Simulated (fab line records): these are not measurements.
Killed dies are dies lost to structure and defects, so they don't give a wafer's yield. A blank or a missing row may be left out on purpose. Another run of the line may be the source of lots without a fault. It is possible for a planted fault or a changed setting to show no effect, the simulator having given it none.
fab line records :: flow ritCmos
record
  lots=7
  wafers=21
  lastDay=6
route steps=202 shown PLDD@116 SPACER@125 M1@202
lots untouched by any fault: they come from a run of this same line in which no faults occurred
startH: the number of hours between the record's first day and the start of the first shown wafer of the lot :: waitH: how many hours have passed since the lot's step before this one :: " as in the row above :: L1.1+2: one row covering several wafers at once :: - either no value or no given start :: * or withheld: withheld :: < > ~ a bound
route shown NAME@n: NAME is a module with steps in the file, n the number in the route of the first one :: usual: mean/standard deviation taken from wafers without a fault :: same: alike in all rows :: chamber/n: place in a boat :: sites: each site's reading :: _std_site: how widely they spread, as a standard deviation :: _edge_site: mean of outer sites minus mean of inner sites :: radiusMm: how far each site lies from the wafer's centre :: mask NAME#n: copy n :: behind: the last tool/chamber to shape the wafer :: hold: cause of the lot's hold/its duration in hours/its outcome :: device: the n, p or np transistor that did not switch :: end of line: the tests these same wafers got at the end of their route :: a step without rows: its recipe alone :: killed: count of dies lost to structure and defects at first sort (not the wafer's yield) :: map: per-die view of a wafer (x killed, . not killed, _ where there is no die)
set.NAME: the setting the step ran with; set.NAME@STEP: the setting that earlier step ran with :: model.NAME: the simulator's own value behind a step, which no gauge read
lots seen at some steps along the route; tables by step, rows by wafer
services: from which hour (startH, from the record's first day; less than 0 if before it) a tool's chamber was out of use, for how many hours, and why
## steps
# step RIT_PLDD_SOFTBAKE_02
# recipe
  resist=NOVOLAK
  tempC=90
  timeS=60
# step RIT_PLDD_EXPOSE_03
# recipe
  maskId=M8
  na=0.57
  targetCdNm=40900
  doseMj=250
# step RIT_PLDD_PEB_04
# recipe
  resist=NOVOLAK
  tempC=withheld
  timeS=withheld
# step RIT_PLDD_DEVELOP_05
# recipe
  resist=NOVOLAK
  developTimeS=50
  devTempC=23
# step RIT_PLDD_OVL_MEAS_06
# usual
  PLDD_OVL=-1.6/1.5
lot.wafer: L482.3
tool: overlay-01
chamber: -
startH: 52.58
waitH: -
PLDD_OVL[nm]: -1.5

lot.wafer: L482.5
tool: overlay-01
chamber: -
startH: 52.58
waitH: -
PLDD_OVL[nm]: -4.4

lot.wafer: L482.6
tool: overlay-01
chamber: -
startH: 52.58
waitH: -
PLDD_OVL[nm]: -2.7

lot.wafer: L487.1
tool: overlay-02
chamber: -
startH: 76.29
waitH: -
PLDD_OVL[nm]: -1.2

lot.wafer: L487.2
tool: overlay-02
chamber: -
startH: 76.29
waitH: -
PLDD_OVL[nm]: -1.2

lot.wafer: L487.5
tool: overlay-02
chamber: -
startH: 76.29
waitH: -
PLDD_OVL[nm]: 0.6

lot.wafer: L488.3
tool: overlay-02
chamber: -
startH: 86.89
waitH: -
PLDD_OVL[nm]: -0.7

lot.wafer: L488.4
tool: overlay-02
chamber: -
startH: 86.89
waitH: -
PLDD_OVL[nm]: -1.4

lot.wafer: L488.6
tool: overlay-02
chamber: -
startH: 86.89
waitH: -
PLDD_OVL[nm]: -0.9

lot.wafer: L489.2
tool: overlay-02
chamber: -
startH: 92.93
waitH: -
PLDD_OVL[nm]: -4.6

lot.wafer: L489.3
tool: overlay-02
chamber: -
startH: 92.93
waitH: -
PLDD_OVL[nm]: -3.2

lot.wafer: L489.4
tool: overlay-02
chamber: -
startH: 92.93
waitH: -
PLDD_OVL[nm]: -2.0

lot.wafer: L492.2
tool: overlay-02
chamber: -
startH: 112.46
waitH: -
PLDD_OVL[nm]: -2.8

lot.wafer: L492.3
tool: overlay-02
chamber: -
startH: 112.46
waitH: -
PLDD_OVL[nm]: -3.7

lot.wafer: L492.4
tool: overlay-02
chamber: -
startH: 112.46
waitH: -
PLDD_OVL[nm]: -3.6

lot.wafer: L494.1
tool: overlay-02
chamber: -
startH: 131.49
waitH: -
PLDD_OVL[nm]: -1.7

lot.wafer: L494.2
tool: overlay-02
chamber: -
startH: 131.49
waitH: -
PLDD_OVL[nm]: -0.7

lot.wafer: L494.3
tool: overlay-02
chamber: -
startH: 131.49
waitH: -
PLDD_OVL[nm]: -0.9

lot.wafer: L498.2
tool: overlay-01
chamber: -
startH: 139.59
waitH: -
PLDD_OVL[nm]: -1.8

lot.wafer: L498.4
tool: overlay-01
chamber: -
startH: 139.59
waitH: -
PLDD_OVL[nm]: -0.6

lot.wafer: L498.6
tool: overlay-01
chamber: -
startH: 139.59
waitH: -
PLDD_OVL[nm]: -0.3
# step RIT_PLDD_HARDBAKE_07
# recipe
  resist=NOVOLAK
  tempC=140
  timeS=60
# step RIT_PLDD_IMPLANT_08
# recipe
  species=BF2
  energyKev=20
  doseCm2=9e+14
  tiltDeg=7
# step RIT_PLDD_STRIP_09
# recipe
  chemistry=O2
  timeS=180
  resist=NOVOLAK
  platenTempC=withheld
  powerW=500
  pressureMtorr=4000
  o2FlowSccm=4000
# usual
  drypumpMotorCurrentA=5.8/0.59
lot.wafer: L482.3
tool: plasmaAsher-04
chamber: 0
startH: 52.96
waitH: 0.1
drypumpMotorCurrentA: 5.3
rfHoursCounterH: -

lot.wafer: L482.5
tool: plasmaAsher-04
chamber: 0
startH: 52.96
waitH: 0.1
drypumpMotorCurrentA: 5.3
rfHoursCounterH: -

lot.wafer: L482.6
tool: plasmaAsher-04
chamber: 1
startH: 52.96
waitH: 0.1
drypumpMotorCurrentA: 5.2
rfHoursCounterH: -

lot.wafer: L487.1
tool: plasmaAsher-04
chamber: 0
startH: 76.63
waitH: 0.1
drypumpMotorCurrentA: 5.3
rfHoursCounterH: 40

lot.wafer: L487.2
tool: plasmaAsher-04
chamber: 1
startH: 76.63
waitH: 0.1
drypumpMotorCurrentA: 5.1
rfHoursCounterH: 40

lot.wafer: L487.5
tool: plasmaAsher-04
chamber: 0
startH: 76.63
waitH: 0.1
drypumpMotorCurrentA: 5.3
rfHoursCounterH: -

lot.wafer: L488.3
tool: plasmaAsher-04
chamber: 1
startH: 87.28
waitH: 0.1
drypumpMotorCurrentA: 5.2
rfHoursCounterH: -

lot.wafer: L488.4
tool: plasmaAsher-04
chamber: 0
startH: 87.28
waitH: 0.1
drypumpMotorCurrentA: 5.3
rfHoursCounterH: -

lot.wafer: L488.6
tool: plasmaAsher-04
chamber: 1
startH: 87.28
waitH: 0.1
drypumpMotorCurrentA: 5.2
rfHoursCounterH: -

lot.wafer: L489.2
tool: plasmaAsher-02
chamber: 1
startH: 93.26
waitH: 0.1
drypumpMotorCurrentA: 6.3
rfHoursCounterH: 47

lot.wafer: L489.3
tool: plasmaAsher-02
chamber: 0
startH: 93.26
waitH: 0.1
drypumpMotorCurrentA: 6.6
rfHoursCounterH: -

lot.wafer: L489.4
tool: plasmaAsher-02
chamber: 1
startH: 93.26
waitH: 0.1
drypumpMotorCurrentA: 6.3
rfHoursCounterH: -

lot.wafer: L492.2
tool: plasmaAsher-04
chamber: 1
startH: 112.79
waitH: 0.1
drypumpMotorCurrentA: 5.2
rfHoursCounterH: 43

lot.wafer: L492.3
tool: plasmaAsher-04
chamber: 0
startH: 112.79
waitH: 0.1
drypumpMotorCurrentA: 5.2
rfHoursCounterH: -

lot.wafer: L492.4
tool: plasmaAsher-04
chamber: 1
startH: 112.79
waitH: 0.1
drypumpMotorCurrentA: 5.2
rfHoursCounterH: -

lot.wafer: L494.1
tool: plasmaAsher-02
chamber: 1
startH: 131.82
waitH: 0.1
drypumpMotorCurrentA: 6.3
rfHoursCounterH: 50

lot.wafer: L494.2
tool: plasmaAsher-02
chamber: 0
startH: 131.82
waitH: 0.1
drypumpMotorCurrentA: 6.6
rfHoursCounterH: 50

lot.wafer: L494.3
tool: plasmaAsher-02
chamber: 1
startH: 131.82
waitH: 0.1
drypumpMotorCurrentA: 6.3
rfHoursCounterH: -

lot.wafer: L498.2
tool: plasmaAsher-02
chamber: 0
startH: 140.45
waitH: 0.1
drypumpMotorCurrentA: 6.6
rfHoursCounterH: 51

lot.wafer: L498.4
tool: plasmaAsher-02
chamber: 1
startH: 140.45
waitH: 0.1
drypumpMotorCurrentA: 6.3
rfHoursCounterH: -

lot.wafer: L498.6
tool: plasmaAsher-02
chamber: 0
startH: 140.45
waitH: 0.1
drypumpMotorCurrentA: 6.6
rfHoursCounterH: -
# step RIT_PLDD_TW_MEAS_10
# usual
  PLDD_TW=2333/13
lot.wafer: L482.3
tool: filmMetro-01
chamber: -
startH: 53.10
waitH: 0.1
PLDD_TW: 2338

lot.wafer: L482.5
tool: filmMetro-01
chamber: -
startH: 53.10
waitH: 0.1
PLDD_TW: 2363

lot.wafer: L482.6
tool: filmMetro-01
chamber: -
startH: 53.10
waitH: 0.1
PLDD_TW: 2340

lot.wafer: L487.1
tool: filmMetro-01
chamber: -
startH: 76.80
waitH: 0.1
PLDD_TW: 2338

lot.wafer: L487.2
tool: filmMetro-01
chamber: -
startH: 76.80
waitH: 0.1
PLDD_TW: 2344

lot.wafer: L487.5
tool: filmMetro-01
chamber: -
startH: 76.80
waitH: 0.1
PLDD_TW: 2345

lot.wafer: L488.3
tool: filmMetro-04
chamber: -
startH: 87.41
waitH: 0.1
PLDD_TW: 2332

lot.wafer: L488.4
tool: filmMetro-04
chamber: -
startH: 87.41
waitH: 0.1
PLDD_TW: 2328

lot.wafer: L488.6
tool: filmMetro-04
chamber: -
startH: 87.41
waitH: 0.1
PLDD_TW: 2317

lot.wafer: L489.2
tool: filmMetro-02
chamber: -
startH: 93.45
waitH: 0.1
PLDD_TW: 2348

lot.wafer: L489.3
tool: filmMetro-02
chamber: -
startH: 93.45
waitH: 0.1
PLDD_TW: 2337

lot.wafer: L489.4
tool: filmMetro-02
chamber: -
startH: 93.45
waitH: 0.1
PLDD_TW: 2331

lot.wafer: L492.2
tool: filmMetro-01
chamber: -
startH: 112.97
waitH: 0.1
PLDD_TW: 2332

lot.wafer: L492.3
tool: filmMetro-01
chamber: -
startH: 112.97
waitH: 0.1
PLDD_TW: 2339

lot.wafer: L492.4
tool: filmMetro-01
chamber: -
startH: 112.97
waitH: 0.1
PLDD_TW: 2330

lot.wafer: L494.1
tool: filmMetro-02
chamber: -
startH: 132.00
waitH: 0.1
PLDD_TW: 2350

lot.wafer: L494.2
tool: filmMetro-02
chamber: -
startH: 132.00
waitH: 0.1
PLDD_TW: 2354

lot.wafer: L494.3
tool: filmMetro-02
chamber: -
startH: 132.00
waitH: 0.1
PLDD_TW: 2346

lot.wafer: L498.2
tool: filmMetro-01
chamber: -
startH: 140.63
waitH: 0.1
PLDD_TW: 2326

lot.wafer: L498.4
tool: filmMetro-01
chamber: -
startH: 140.63
waitH: 0.1
PLDD_TW: 2321

lot.wafer: L498.6
tool: filmMetro-01
chamber: -
startH: 140.63
waitH: 0.1
PLDD_TW: 2327
# step RIT_SPACER_CLEAN_00
# recipe
  chemistry=SC1
  mix=3:3:50
  timeS=600
  tempC=75
# step RIT_SPACER_CLEAN_01
# recipe
  chemistry=dHF
  dilution=50:1
  timeS=30
# step RIT_SPACER_CLEAN_02
# recipe
  chemistry=SC2
  mix=3:3:50
  timeS=600
  tempC=75
  dry=n2Spin
# step RIT_SPACER_CVD_03
# recipe
  material=Si3N4
  targetThkNm=250
  tempC=810
  precursor=SiH2Cl2/NH3
  timeS=3300
  pressureMtorr=308.2
  sih2cl2FlowSccm=60
  nh3FlowSccm=150
lot.wafer: L482.3+5+6
tool: lpcvd-01
chamber: 1
startH: 53.50
waitH: 0.0

lot.wafer: L487.1+2+5
tool: lpcvd-01
chamber: 1
startH: 77.23
waitH: 0.0

lot.wafer: L488.3+4+6
tool: lpcvd-01
chamber: 0
startH: 87.82
waitH: 0.0

lot.wafer: L489.2+3+4
tool: lpcvd-02
chamber: 0
startH: 93.88
waitH: 0.0

lot.wafer: L489.2+3+4
tool: lpcvd-01
chamber: 0
startH: 95.96
waitH: 0.2

lot.wafer: L492.2+3+4
tool: lpcvd-01
chamber: 1
startH: 113.39
waitH: 0.0

lot.wafer: L492.2+3+4
tool: lpcvd-01
chamber: 1
startH: 115.47
waitH: 0.2

lot.wafer: L494.1+2+3
tool: lpcvd-01
chamber: 0
startH: 132.42
waitH: 0.0

lot.wafer: L498.2+4+6
tool: lpcvd-02
chamber: 1
startH: 141.05
waitH: 0.0

lot.wafer: L498.2+4+6
tool: lpcvd-02
chamber: 1
startH: 143.13
waitH: 0.2
# step RIT_SPACER_THK_MEAS_04
# recipe
  reads=Si3N4_of_SPACER_CVD_03
# usual
  SPACER_NITRIDE_THK=251.2/2.7
lot.wafer: L482.3
tool: filmMetro-02
chamber: -
startH: 55.44
waitH: 0.0
SPACER_NITRIDE_THK[nm]: 249.6

lot.wafer: L482.5
tool: filmMetro-02
chamber: -
startH: 55.44
waitH: 0.0
SPACER_NITRIDE_THK[nm]: 250.2

lot.wafer: L482.6
tool: filmMetro-02
chamber: -
startH: 55.44
waitH: 0.0
SPACER_NITRIDE_THK[nm]: 250.9

lot.wafer: L487.1
tool: filmMetro-02
chamber: -
startH: 79.15
waitH: 0.0
SPACER_NITRIDE_THK[nm]: 248.4

lot.wafer: L487.2
tool: filmMetro-02
chamber: -
startH: 79.15
waitH: 0.0
SPACER_NITRIDE_THK[nm]: 247.8

lot.wafer: L487.5
tool: filmMetro-02
chamber: -
startH: 79.15
waitH: 0.0
SPACER_NITRIDE_THK[nm]: 248.9

lot.wafer: L488.3
tool: filmMetro-04
chamber: -
startH: 89.76
waitH: 0.0
SPACER_NITRIDE_THK[nm]: 251.8

lot.wafer: L488.4
tool: filmMetro-04
chamber: -
startH: 89.76
waitH: 0.0
SPACER_NITRIDE_THK[nm]: 251.7

lot.wafer: L488.6
tool: filmMetro-04
chamber: -
startH: 89.76
waitH: 0.0
SPACER_NITRIDE_THK[nm]: 251.9

lot.wafer: L489.2
tool: filmMetro-04
chamber: -
startH: 97.89
waitH: 0.0
SPACER_NITRIDE_THK[nm]: 499.3

lot.wafer: L489.3
tool: filmMetro-04
chamber: -
startH: 97.89
waitH: 0.0
SPACER_NITRIDE_THK[nm]: 501.6

lot.wafer: L489.4
tool: filmMetro-04
chamber: -
startH: 97.89
waitH: 0.0
SPACER_NITRIDE_THK[nm]: 498.0

lot.wafer: L489.2
tool: filmMetro-04
chamber: -
startH: 98.12
waitH: 0.2
SPACER_NITRIDE_THK[nm]: 499.5

lot.wafer: L489.3
tool: filmMetro-04
chamber: -
startH: 98.12
waitH: 0.2
SPACER_NITRIDE_THK[nm]: 501.9

lot.wafer: L489.4
tool: filmMetro-04
chamber: -
startH: 98.12
waitH: 0.2
SPACER_NITRIDE_THK[nm]: 497.7

lot.wafer: L492.2
tool: filmMetro-02
chamber: -
startH: 117.40
waitH: 0.0
SPACER_NITRIDE_THK[nm]: 502.4

lot.wafer: L492.3
tool: filmMetro-02
chamber: -
startH: 117.40
waitH: 0.0
SPACER_NITRIDE_THK[nm]: 505.6

lot.wafer: L492.4
tool: filmMetro-02
chamber: -
startH: 117.40
waitH: 0.0
SPACER_NITRIDE_THK[nm]: 504.5

lot.wafer: L492.2
tool: filmMetro-02
chamber: -
startH: 117.63
waitH: 0.2
SPACER_NITRIDE_THK[nm]: 502.0

lot.wafer: L492.3
tool: filmMetro-02
chamber: -
startH: 117.63
waitH: 0.2
SPACER_NITRIDE_THK[nm]: 506.5

lot.wafer: L492.4
tool: filmMetro-02
chamber: -
startH: 117.63
waitH: 0.2
SPACER_NITRIDE_THK[nm]: 505.0

lot.wafer: L494.1
tool: filmMetro-03
chamber: -
startH: 134.34
waitH: 0.0
SPACER_NITRIDE_THK[nm]: 247.0

lot.wafer: L494.2
tool: filmMetro-03
chamber: -
startH: 134.34
waitH: 0.0
SPACER_NITRIDE_THK[nm]: 247.3

lot.wafer: L494.3
tool: filmMetro-03
chamber: -
startH: 134.34
waitH: 0.0
SPACER_NITRIDE_THK[nm]: 245.5

lot.wafer: L498.2
tool: filmMetro-02
chamber: -
startH: 145.06
waitH: 0.0
SPACER_NITRIDE_THK[nm]: 509.1

lot.wafer: L498.4
tool: filmMetro-02
chamber: -
startH: 145.06
waitH: 0.0
SPACER_NITRIDE_THK[nm]: 508.6

lot.wafer: L498.6
tool: filmMetro-02
chamber: -
startH: 145.06
waitH: 0.0
SPACER_NITRIDE_THK[nm]: 509.7

lot.wafer: L498.2
tool: filmMetro-02
chamber: -
startH: 145.29
waitH: 0.2
SPACER_NITRIDE_THK[nm]: 509.0

lot.wafer: L498.4
tool: filmMetro-02
chamber: -
startH: 145.29
waitH: 0.2
SPACER_NITRIDE_THK[nm]: 508.6

lot.wafer: L498.6
tool: filmMetro-02
chamber: -
startH: 145.29
waitH: 0.2
SPACER_NITRIDE_THK[nm]: 509.3
# step RIT_M1_PROBE_99
# usual
  defectLimitedYield=97.5/1.1
  killedAtContacts=0.1/0.23
  killedAtFrontEnd=6.6/2.9
  killedDies=6.7/3
  killedOpen=3.5/2.1
  killedShort=3.2/1.8
  sort_bin_3_pad_short=0.1/0.19
  sort_bin_5_function=1.4/0.84
  sort_bin_6_memory=1.0/0.67
  sortNPass=257.3/3
  sortYieldPct=97.5/1.1
# same
  grossDies=264
  killed_at_M0_to_M3=0
  killed_at_M4_up=0
  killedAtBackSide=0
  killedAtOther=0
lot.wafer: L482.3
tool: prober-01
chamber: -
startH: 66.99
waitH: 0.2
defectLimitedYield[%]: 95.5
killedAtContacts: 0
killedAtFrontEnd: 12
killedDies: 12
killedOpen: 3
killedShort: 9
sort_bin_3_pad_short[%]: 0.4
sort_bin_5_function[%]: 1.9
sort_bin_6_memory[%]: 2.3
sortNPass: 252.0
sortYieldPct[%]: 95.5

lot.wafer: L482.5
tool: prober-01
chamber: -
startH: 67.09
waitH: 0.2
defectLimitedYield[%]: 98.5
killedAtContacts: 0
killedAtFrontEnd: 4
killedDies: 4
killedOpen: 1
killedShort: 3
sort_bin_3_pad_short[%]: 0
sort_bin_5_function[%]: 0.4
sort_bin_6_memory[%]: 1.1
sortNPass: 260.0
sortYieldPct[%]: 98.5

lot.wafer: L482.6
tool: prober-01
chamber: -
startH: 67.14
waitH: 0.2
defectLimitedYield[%]: 98.9
killedAtContacts: 0
killedAtFrontEnd: 3
killedDies: 3
killedOpen: 2
killedShort: 1
sort_bin_3_pad_short[%]: 0
sort_bin_5_function[%]: 0.8
sort_bin_6_memory[%]: 0.4
sortNPass: 261.0
sortYieldPct[%]: 98.9

lot.wafer: L487.1
tool: prober-01
chamber: -
startH: 90.19
waitH: 0.1
defectLimitedYield[%]: 98.9
killedAtContacts: 0
killedAtFrontEnd: 3
killedDies: 3
killedOpen: 1
killedShort: 2
sort_bin_3_pad_short[%]: 0
sort_bin_5_function[%]: 0.4
sort_bin_6_memory[%]: 0.8
sortNPass: 261.0
sortYieldPct[%]: 98.9

lot.wafer: L487.2
tool: prober-01
chamber: -
startH: 90.24
waitH: 0.1
defectLimitedYield[%]: 98.9
killedAtContacts: 0
killedAtFrontEnd: 3
killedDies: 3
killedOpen: 1
killedShort: 2
sort_bin_3_pad_short[%]: 0
sort_bin_5_function[%]: 0
sort_bin_6_memory[%]: 1.1
sortNPass: 261.0
sortYieldPct[%]: 98.9

lot.wafer: L487.5
tool: prober-01
chamber: -
startH: 90.39
waitH: 0.2
defectLimitedYield[%]: 98.9
killedAtContacts: 0
killedAtFrontEnd: 3
killedDies: 3
killedOpen: 1
killedShort: 2
sort_bin_3_pad_short[%]: 0.4
sort_bin_5_function[%]: 0.8
sort_bin_6_memory[%]: 0
sortNPass: 261.0
sortYieldPct[%]: 98.9

lot.wafer: L488.3
tool: prober-02
chamber: -
startH: 100.93
waitH: 0.2
defectLimitedYield[%]: 96.2
killedAtContacts: 0
killedAtFrontEnd: 10
killedDies: 10
killedOpen: 7
killedShort: 3
sort_bin_3_pad_short[%]: 0
sort_bin_5_function[%]: 1.9
sort_bin_6_memory[%]: 1.9
sortNPass: 254.0
sortYieldPct[%]: 96.2

lot.wafer: L488.4
tool: prober-02
chamber: -
startH: 100.98
waitH: 0.2
defectLimitedYield[%]: 96.6
killedAtContacts: 1
killedAtFrontEnd: 8
killedDies: 9
killedOpen: 4
killedShort: 5
sort_bin_3_pad_short[%]: 0.8
sort_bin_5_function[%]: 1.5
sort_bin_6_memory[%]: 1.1
sortNPass: 255.0
sortYieldPct[%]: 96.6

lot.wafer: L488.6
tool: prober-02
chamber: -
startH: 101.08
waitH: 0.2
defectLimitedYield[%]: 96.2
killedAtContacts: 0
killedAtFrontEnd: 10
killedDies: 10
killedOpen: 5
killedShort: 5
sort_bin_3_pad_short[%]: 0
sort_bin_5_function[%]: 2.3
sort_bin_6_memory[%]: 1.5
sortNPass: 254.0
sortYieldPct[%]: 96.2

lot.wafer: L494.1
tool: prober-01
chamber: -
startH: 147.09
waitH: 0.1
defectLimitedYield[%]: 99.2
killedAtContacts: 0
killedAtFrontEnd: 2
killedDies: 2
killedOpen: 1
killedShort: 1
sort_bin_3_pad_short[%]: 0
sort_bin_5_function[%]: 0.4
sort_bin_6_memory[%]: 0.4
sortNPass: 262.0
sortYieldPct[%]: 99.2

lot.wafer: L494.2
tool: prober-01
chamber: -
startH: 147.14
waitH: 0.1
defectLimitedYield[%]: 98.5
killedAtContacts: 0
killedAtFrontEnd: 4
killedDies: 4
killedOpen: 3
killedShort: 1
sort_bin_3_pad_short[%]: 0
sort_bin_5_function[%]: 0.4
sort_bin_6_memory[%]: 1.1
sortNPass: 260.0
sortYieldPct[%]: 98.5

lot.wafer: L494.3
tool: prober-01
chamber: -
startH: 147.19
waitH: 0.2
defectLimitedYield[%]: 97.0
killedAtContacts: 1
killedAtFrontEnd: 7
killedDies: 8
killedOpen: 5
killedShort: 3
sort_bin_3_pad_short[%]: 0
sort_bin_5_function[%]: 1.1
sort_bin_6_memory[%]: 1.9
sortNPass: 256.0
sortYieldPct[%]: 97.0
# killed by level:class
L482.3 GATE:geometricParticle:short=5 GATE:geometricParticle:open=3 SILICIDE:geometricParticle:short=3 SPACER:geometricParticle:short=1
L482.5 REOX:geometricParticle:short=2 GATE:geometricParticle:short=1 SPACER:geometricParticle:open=1
L482.6 FOX1:geometricParticle:open=1 GATE:geometricParticle:open=1 SILICIDE:geometricParticle:short=1
L487.1 GATE:geometricParticle:open=1 REOX:geometricParticle:short=1 SPACER:geometricParticle:short=1
L487.2 FOX2:geometricParticle:open=1 GATE:geometricParticle:short=1 SILICIDE:geometricParticle:short=1
L487.5 GATE:geometricParticle:short=2 GATE:geometricParticle:open=1
L488.3 REOX:geometricParticle:open=3 GATE:geometricParticle:short=2 SILICIDE:geometricParticle:open=2 FOX2:geometricParticle:open=1 REOX:geometricParticle:short=1 SPACER:geometricParticle:open=1
L488.4 FOX1:geometricParticle:open=2 SILICIDE:geometricParticle:short=2 FOX1:geometricParticle:short=1 FOX2:geometricParticle:short=1 GATE:geometricParticle:open=1 REOX:geometricParticle:open=1 CONTACT:geometricParticle:short=1
L488.6 REOX:geometricParticle:open=2 REOX:geometricParticle:short=2 FOX1:geometricParticle:short=1 FOX2:geometricParticle:open=1 GATE:geometricParticle:open=1 GATE:geometricParticle:short=1 SPACER:geometricParticle:open=1 SILICIDE:geometricParticle:short=1
L494.1 SPACER:geometricParticle:open=1 SPACER:geometricParticle:short=1
L494.2 SPACER:geometricParticle:open=2 GATE:geometricParticle:open=1 GATE:geometricParticle:short=1
L494.3 FOX1:geometricParticle:open=1 FOX2:geometricParticle:short=1 GATE:geometricParticle:short=1 REOX:geometricParticle:open=1 SPACER:geometricParticle:open=1 SILICIDE:geometricParticle:short=1 SILICIDE:geometricParticle:open=1 CONTACT:geometricParticle:open=1
## services
tool: plasmaAsher-02
chamber: -
startH: 39.68
hours: 0.8
kind: repair

tool: plasmaAsher-02
chamber: -
startH: 111.76
hours: 0.5
kind: repair

tool: plasmaAsher-02
chamber: -
startH: 127.91
hours: 2.8
kind: pm
## key
firstSign
  step=RIT_SPACER_CVD_03
  reading=visit
  direction=added
effect
  step=RIT_SPACER_THK_MEAS_04
  reading=visit
  direction=added
effect
  step=RIT_SPACER_THK_MEAS_04
  reading=SPACER_NITRIDE_THK
  direction=up
  sigmas=95
  usual=251.2
  struck=504.3
metAt RIT_SPACER_CVD_03
struckWafers L489.2,L489.3,L489.4,L492.2,L492.3,L492.4,L498.2,L498.4,L498.6
scrappedBehind RIT_SPACER_THK_MEAS_04 L489.2,L489.3,L489.4,L492.2,L492.3,L492.4,L498.2,L498.4,L498.6
fault
  kind=repeatedStepWhole
  tool=lpcvd-01,lpcvd-02
  chamber=-
  onsetH=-
  steps=RIT_SPACER_CVD_03
  times=1
  scope=struckLotsOnly
